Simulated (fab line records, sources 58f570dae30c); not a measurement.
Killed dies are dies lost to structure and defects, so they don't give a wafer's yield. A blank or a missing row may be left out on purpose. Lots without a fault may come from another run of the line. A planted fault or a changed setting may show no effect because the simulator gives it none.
Which tool did it? | flow berkeley_cmos170 | 13 lots, 39 wafers sampled, at 5 steps of a route of 331

WHAT THE GAUGES READ, wafer by wafer
UCB170_ACTIVE_CD_MEAS_90: target cd 1200 nm.
lot  | measured    | on        | cd_nm (nm)
L360 | day 3 17:42 | cd_sem-01 | 1199.8 1201.5 1199.3
L361 | day 4 10:43 | cd_sem-01 | 1199.4 1199.8 1200.4
L363 | day 4 16:44 | cd_sem-02 | 1200.2 1200.4 1202.0
L365 | day 4 23:39 | cd_sem-02 | 1197.7 1198.5 1199.6
L366 | day 5 07:58 | cd_sem-01 | 1197.4 1198.6 1198.3
L367 | day 5 19:27 | cd_sem-01 | 1199.8 1200.2 1201.1
L369 | day 6 05:50 | cd_sem-01 | 1198.4 1200.9 1200.0
L375 | day 7 02:50 | cd_sem-01 | 1199.9 1201.6 1200.4
L376 | day 7 14:10 | cd_sem-02 | 1200.1 1199.2 1198.2
L377 | day 7 20:59 | cd_sem-02 | 1198.3 1198.8 1197.3
L379 | day 8 07:24 | cd_sem-02 | 1200.3 1198.8 1198.6
L378 | day 8 08:08 | cd_sem-01 | 1198.9 1200.7 1200.6
L380 | day 8 13:13 | cd_sem-02 | 1200.1 1200.9 1200.1

UCB170_SACOX_THK_MEAS_02.
lot  | measured    | on            | SACOX_OXIDE_THK (nm)
L360 | day 4 13:40 | film_metro-03 | 13.89 14.28 14.14
L361 | day 5 06:19 | film_metro-01 | 14.45 14.75 14.62
L363 | day 5 11:09 | film_metro-01 | 14.04 13.96 14.16
L365 | day 5 19:32 | film_metro-03 | 14.62 14.42 14.58
L366 | day 6 06:07 | film_metro-03 | 14.43 14.62 14.68
L367 | day 6 18:37 | film_metro-03 | 14.35 14.18 14.15
L369 | day 7 02:40 | film_metro-01 | 13.97 14.15 13.88
L375 | day 8 02:08 | film_metro-03 | 14.40 14.06 14.27
L376 | day 8 11:34 | film_metro-03 | 14.58 14.69 14.75
L377 | day 8 17:37 | film_metro-01 | 14.32 14.23 14.25
L379 | day 9 05:30 | film_metro-03 | 14.34 14.36 14.23
L378 | day 9 05:31 | film_metro-02 | 13.89 14.07 13.99
L380 | day 9 10:22 | film_metro-03 | 14.76 14.35 14.72

UCB170_GATE_THK_MEAS_05.
lot  | measured     | on            | GATE_POLY_THK (nm)
L360 | day 5 09:31  | film_metro-02 | 214.6 213.3 212.9
L361 | day 6 06:22  | film_metro-02 | 213.0 212.2 211.9
L363 | day 6 14:43  | film_metro-03 | 216.1 216.4 214.9
L365 | day 6 18:22  | film_metro-02 | 214.1 214.1 214.5
L366 | day 7 08:27  | film_metro-02 | 215.2 213.1 212.9
L367 | day 7 18:23  | film_metro-02 | 212.4 214.2 214.5
L369 | day 8 02:04  | film_metro-02 | 392.6 391.1 391.5
L375 | day 9 02:02  | film_metro-02 | 215.3 214.2 217.5
L376 | day 9 15:24  | film_metro-02 | 213.5 212.4 211.9
L377 | day 9 21:42  | film_metro-03 | 219.6 218.3 219.8
L379 | day 10 06:38 | film_metro-02 | 213.5 209.6 212.5
L378 | day 10 06:39 | film_metro-03 | 214.1 215.9 216.2
L380 | day 10 11:55 | film_metro-03 | 216.2 216.0 216.6

UCB170_GATE_OVL_MEAS_13.
lot  | measured     | on         | GATE_OVL (nm)
L360 | day 5 10:41  | overlay-01 | 0 8 0
L361 | day 6 07:34  | overlay-01 | -3 -7 -5
L363 | day 6 16:25  | overlay-02 | 5 4 2
L365 | day 6 19:30  | overlay-02 | 7 6 6
L366 | day 7 09:47  | overlay-02 | 2 -3 0
L367 | day 7 19:25  | overlay-01 | -2 1 2
L369 | day 8 03:13  | overlay-01 | 7 4 0
L375 | day 9 03:11  | overlay-02 | 4 1 9
L376 | day 9 16:32  | overlay-01 | 3 14 14
L377 | day 9 22:52  | overlay-01 | 13 10 10
L379 | day 10 07:54 | overlay-01 | 4 3 13
L378 | day 10 07:47 | overlay-02 | -2 -3 -2
L380 | day 10 12:59 | overlay-02 | 2 -7 2

WHICH TOOL RAN EACH LOT (tool, then ch and the chambers of the sampled wafers, then the start)
lot  | UCB170_GATE_CVD_04
L360 | lpcvd-01 ch 1, day 5 08:07
L361 | lpcvd-02 ch 0, day 6 04:56
L363 | lpcvd-02 ch 1, day 6 13:17
L365 | lpcvd-01 ch 0, day 6 16:58
L366 | lpcvd-02 ch 1, day 7 06:59
L367 | lpcvd-01 ch 0, day 7 16:59
L369 | lpcvd-02 ch 0, day 8 00:40
L375 | lpcvd-01 ch 0, day 9 00:37
L376 | lpcvd-01 ch 0, day 9 13:59
L377 | lpcvd-01 ch 0, day 9 20:17
L379 | lpcvd-01 ch 1, day 10 05:14
L378 | lpcvd-01 ch 0, day 10 05:14
L380 | lpcvd-01 ch 1, day 10 10:29
- UCB170_GATE_CVD_04: deposits poly-Si from SiH4, time 1440 s, target thk 214 nm.

WHAT THE TOOLS THEMSELVES READ (means of the sampled wafers that have a number; where no wafer has one, the mark that the record gives instead)
UCB170_GATE_CVD_04.
lot  | tool     | spike_tc_centre_C (C) | spike_tc_source_C (C) | zone_power_source_pct (%)
L360 | lpcvd-01 | 613.9                 | 629.3                 | 11.5
L361 | lpcvd-02 | 612.9                 | 629.4                 | 12.3
L363 | lpcvd-02 | 612.4                 | 630.4                 | 14.2
L365 | lpcvd-01 | 612.4                 | 625.4                 | 11.7
L366 | lpcvd-02 | 612.9                 | 631.0                 | 14.4
L367 | lpcvd-01 | 613.4                 | 624.9                 | 11.9
L369 | lpcvd-02 | 613.1                 | 629.0                 | 12.3
L375 | lpcvd-01 | 612.7                 | 625.5                 | 11.8
L376 | lpcvd-01 | 612.8                 | 624.9                 | 11.8
L377 | lpcvd-01 | 613.2                 | 625.4                 | 11.7
L379 | lpcvd-01 | 614.5                 | 629.5                 | 11.6
L378 | lpcvd-01 | 613.4                 | 623.8                 | 11.9
L380 | lpcvd-01 | 612.4                 | 629.0                 | 11.4

THE ANSWER, worked out from the rows above alone
Rule: what is usual is taken from the lots themselves. Put in order of their means at a reading, lots are off if they are a third of the lots or fewer, leave a main group of 4 or more, and stand apart from it by a gap of 3 or more times the standard deviation of the main group's means; of several such gaps the widest counts. A main group whose means are all the same, to the digits that the tables above print for the reading, isn't used. A lot without any number at a reading at which 4 lots or more have one is off too. The other lots that the step has rows for count as sound. The gauges are gone through in route order, then the tools' own readings, and for those a lot's mean is taken as printed above. The first step at which some lot is off is used, and at that step the reading that is off furthest; a lot without a number counts as furthest.
Off: L369, at UCB170_GATE_THK_MEAS_05 (GATE_POLY_THK). The main group: mean 214.5 nm, standard deviation 2.
A tool fits if, at a process step before that reading, it ran every lot that is off, and no sound lot after the first of them. The gauges at UCB170_GATE_THK_MEAS_05 are tried like those tools. One fits: lpcvd-02 at UCB170_GATE_CVD_04. Its last sound lot is L366 (day 7 06:59), its first lot that is off L369 (day 8 00:40): a fault that began between those two fits.

WHAT THE SIMULATOR HAD PUT IN
Process parameter drift: lpcvd-02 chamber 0, from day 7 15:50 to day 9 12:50, at UCB170_GATE_CVD_04. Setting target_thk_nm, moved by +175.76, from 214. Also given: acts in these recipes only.
Lots struck among those shown: L369. The rule above found the same.
